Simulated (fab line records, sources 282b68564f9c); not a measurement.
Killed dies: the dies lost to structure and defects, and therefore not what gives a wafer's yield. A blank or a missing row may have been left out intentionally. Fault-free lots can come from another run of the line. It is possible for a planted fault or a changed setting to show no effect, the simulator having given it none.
fab line records    flow rit-cmos
record: lots: 14  wafers: 42  last-day: 7
route steps=202 shown NSD@136 M1@202
lots untouched by any fault: they come from a run of this same line in which no faults occurred
start-h: hours from the record's opening day to when the first of the lot's shown wafers began    wait-h: hours since the lot's step before    " as in the row above    L1.1+2: several wafers, shown together as one row    - no value, or no start was given    * or withheld: withheld    < > ~ a bound
route shown NAME@n: a module of which the file shows steps, and the number in the route of the first    usual: mean/standard deviation taken from wafers without a fault    same: alike in all rows    chamber/n: place in a boat    sites: the reading at each site    _std_site: the standard deviation of these    _edge_site: the outer-site mean with the inner-site mean subtracted    radius-mm: how far each site lies from the wafer's centre    mask NAME#n: copy n    behind: tool/chamber where the wafer was last shaped    hold: cause of the lot's hold/its duration in hours/its outcome    device: transistor that didn't switch, given as n, p or np    end of line: at the end of the route, the tests of the same wafers    a step given without rows: its recipe and nothing more    killed: not the wafer's yield, but the dies lost to structure and defects at the first sort    map: per-die view of a wafer (x killed, . not killed, _ where there is no die)
set.NAME: the run value of the setting; set.NAME@STEP: its run value at that earlier step    model.NAME: the simulator's own value behind a step, which no gauge read
the route's steps for a sample of lots (tables are steps, rows are wafers)
== steps ==
step: RIT_NSD_DEVELOP_05
recipe: resist: NOVOLAK  develop-time-s: 50  dev-temp-c: 23
usual: developer-temp-C: 22.99/0.12
same: develop-time-s: 50
lot.wafer  tool            chamber  start-h  wait-h  developer-temp-C
L921.3     litho-track-02  0        51       -       22.96
L921.4     "               0        52       -       23.00
L921.5     "               0        "        "       22.97
L922.2     litho-track-04  0        55       -       23.08
L922.4     "               0        "        "       23.19
L922.6     "               0        "        "       23.06
L923.1     litho-track-04  0        59       -       22.91
L923.3     "               0        "        "       22.96
L923.6     "               0        "        "       23.04
L924.2     litho-track-04  0        65       -       22.93
L924.3     "               0        "        "       23.00
L924.5     "               0        "        "       23.13
L926.1     litho-track-04  0        74       -       23.09
L926.5     "               0        "        "       23.07
L926.6     "               0        "        "       22.99
L928.2     litho-track-04  0        86       -       21.95
L928.4     "               0        "        "       21.98
L928.5     "               0        "        "       22.01
L929.3     litho-track-04  0        88       -       22.12
L929.4     "               0        "        "       22.09
L929.6     "               0        "        "       22.20
L933.2     litho-track-02  0        108      -       23.12
L933.4     "               0        "        "       23.01
L933.5     "               0        "        "       23.06
L935.3     litho-track-03  0        118      -       22.77
L935.4     "               0        "        "       22.99
L935.6     "               0        "        "       22.97
L937.3     litho-track-02  0        128      -       23.17
L937.4     "               0        "        "       23.26
L937.6     "               0        "        "       23.10
L938.1     litho-track-02  0        132      -       23.04
L938.2     "               0        "        "       22.74
L938.3     "               0        "        "       23.02
L941.1     litho-track-03  0        147      -       22.94
L941.2     "               0        "        "       22.94
L941.6     "               0        "        "       22.80
L942.1     litho-track-03  0        152      -       23.17
L942.3     "               0        "        "       23.09
L942.4     "               0        "        "       22.99
L943.2     litho-track-03  0        157      -       23.13
L943.3     "               0        "        "       22.90
L943.4     "               0        "        "       23.09
step: RIT_M1_PROBE_99
usual: killed_at_M0_to_M3: 0.0/0.14  killed-at-contacts: 0.1/0.26  killed-at-front-end: 7/3.2  killed-dies: 7/3.2  killed-open: 3.2/2.1  killed-short: 3.7/2.1
same: gross-dies: 264  killed_at_M4_up: 0  killed-at-back-side: 0  killed-at-other: 0
lot.wafer  tool       chamber  start-h  wait-h  killed_at_M0_to_M3  killed-at-contacts  killed-at-front-end  killed-dies  killed-open  killed-short
L922.2     prober-01  -        65.57    0.1     0                   0                   6                    6            3            3
L922.4     prober-01  -        65.67    0.2     0                   0                   5                    5            1            4
L922.6     prober-01  -        65.77    0.2     0                   0                   3                    3            2            1
L926.1     prober-01  -        84.52    0.1     0                   0                   11                   11           5            6
L926.5     prober-01  -        84.72    0.2     0                   0                   7                    7            4            3
L926.6     prober-01  -        84.77    0.2     0                   0                   6                    6            4            2
L928.2     prober-01  -        96.36    0.1     0                   0                   8                    8            3            5
L928.4     prober-01  -        96.46    0.2     0                   0                   9                    9            1            8
L928.5     prober-01  -        96.51    0.2     0                   0                   9                    9            6            3
L929.3     prober-02  -        98.77    0.2     0                   0                   6                    6            3            3
L929.4     prober-02  -        98.82    0.2     0                   0                   8                    8            4            4
L929.6     prober-02  -        98.92    0.2     0                   0                   1                    1            0            1
L933.2     prober-02  -        119.67   0.1     0                   0                   4                    4            1            3
L933.4     prober-02  -        119.77   0.2     1                   0                   5                    6            5            1
L933.5     prober-02  -        119.82   0.2     0                   0                   11                   11           5            6
L935.3     prober-02  -        128.15   0.2     0                   0                   3                    3            3            0
L935.4     prober-02  -        128.20   0.2     0                   0                   2                    2            2            0
L935.6     prober-02  -        128.30   0.2     0                   0                   1                    1            0            1
L942.1     prober-01  -        162.38   0.1     0                   0                   6                    6            2            4
L942.3     prober-01  -        162.48   0.2     0                   0                   7                    7            4            3
L942.4     prober-01  -        162.53   0.2     0                   1                   3                    4            3            1
killed by level:class
L922.2 REOX:geometric-particle:open=2 FOX2:geometric-particle:short=1 REOX:geometric-particle:short=1 SPACER:geometric-particle:open=1 SPACER:geometric-particle:short=1
L922.4 FOX1:geometric-particle:short=1 FOX2:geometric-particle:short=1 GATE:geometric-particle:short=1 GATE:geometric-particle:open=1 SPACER:geometric-particle:short=1
L922.6 FOX2:geometric-particle:open=2 REOX:geometric-particle:short=1
L926.1 GATE:geometric-particle:short=4 GATE:geometric-particle:open=3 SPACER:geometric-particle:open=2 FOX1:geometric-particle:short=1 SPACER:geometric-particle:short=1
L926.5 GATE:geometric-particle:short=2 GATE:geometric-particle:open=2 REOX:geometric-particle:open=1 SPACER:geometric-particle:open=1 SILICIDE:geometric-particle:short=1
L926.6 SPACER:geometric-particle:open=2 FOX1:geometric-particle:open=1 FOX2:geometric-particle:short=1 GATE:geometric-particle:open=1 GATE:geometric-particle:short=1
L928.2 FOX1:geometric-particle:short=3 FOX2:geometric-particle:open=1 GATE:geometric-particle:open=1 REOX:geometric-particle:open=1 SPACER:geometric-particle:short=1 SILICIDE:geometric-particle:short=1
L928.4 GATE:geometric-particle:short=5 FOX2:geometric-particle:short=2 FOX1:geometric-particle:open=1 SILICIDE:geometric-particle:short=1
L928.5 GATE:geometric-particle:open=3 SILICIDE:geometric-particle:short=2 FOX2:geometric-particle:open=1 GATE:geometric-particle:short=1 REOX:geometric-particle:open=1 SPACER:geometric-particle:open=1
L929.3 GATE:geometric-particle:open=2 SPACER:geometric-particle:short=2 FOX2:geometric-particle:short=1 SPACER:geometric-particle:open=1
L929.4 FOX1:geometric-particle:short=1 FOX2:geometric-particle:short=1 FOX2:geometric-particle:open=1 GATE:geometric-particle:open=1 GATE:geometric-particle:short=1 SPACER:geometric-particle:open=1 SPACER:geometric-particle:short=1 SILICIDE:geometric-particle:open=1
L929.6 SILICIDE:geometric-particle:short=1
L933.2 GATE:geometric-particle:short=2 GATE:geometric-particle:open=1 REOX:geometric-particle:short=1
L933.4 GATE:geometric-particle:open=3 FOX2:geometric-particle:open=2 M1:geometric-particle:short=1
L933.5 FOX1:geometric-particle:open=3 REOX:geometric-particle:short=3 GATE:geometric-particle:open=2 GATE:geometric-particle:short=2 FOX1:geometric-particle:short=1
L935.3 GATE:geometric-particle:open=2 SILICIDE:geometric-particle:open=1
L935.4 FOX2:geometric-particle:open=1 SPACER:geometric-particle:open=1
L935.6 FOX2:geometric-particle:short=1
L942.1 GATE:geometric-particle:short=3 GATE:geometric-particle:open=1 SPACER:geometric-particle:short=1 SILICIDE:geometric-particle:open=1
L942.3 GATE:geometric-particle:open=2 FOX1:geometric-particle:short=1 GATE:geometric-particle:short=1 REOX:geometric-particle:open=1 SILICIDE:geometric-particle:short=1 SILICIDE:geometric-particle:open=1
L942.4 GATE:geometric-particle:open=2 SPACER:geometric-particle:short=1 CONTACT:geometric-particle:open=1
== key ==
first-sign: step: RIT_NSD_DEVELOP_05  reading: developer-temp-C  direction: down  sigmas: 7.8  usual: *  struck: *
effect none on later readings
met-at RIT_NSD_DEVELOP_05
struck-lots L928,L929
tester-left-out L928,L929
onset-between 74 86
fault: kind: process-parameter-drift  tool: litho-track-04  chamber: -  onset-h: 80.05  steps: RIT_NSD_DEVELOP_05  channel: dev-temp-c  offset: *  shape: step  end-h: 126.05  acts-in: *  stated: *
tester-left-out: of these lots the tester's yield and bins aren't shown, on N5 and GAA mostly nor the transistor test; their killed dies are dies lost to structure and defects alone, not to doping, threshold or leakage, so they don't give the yield
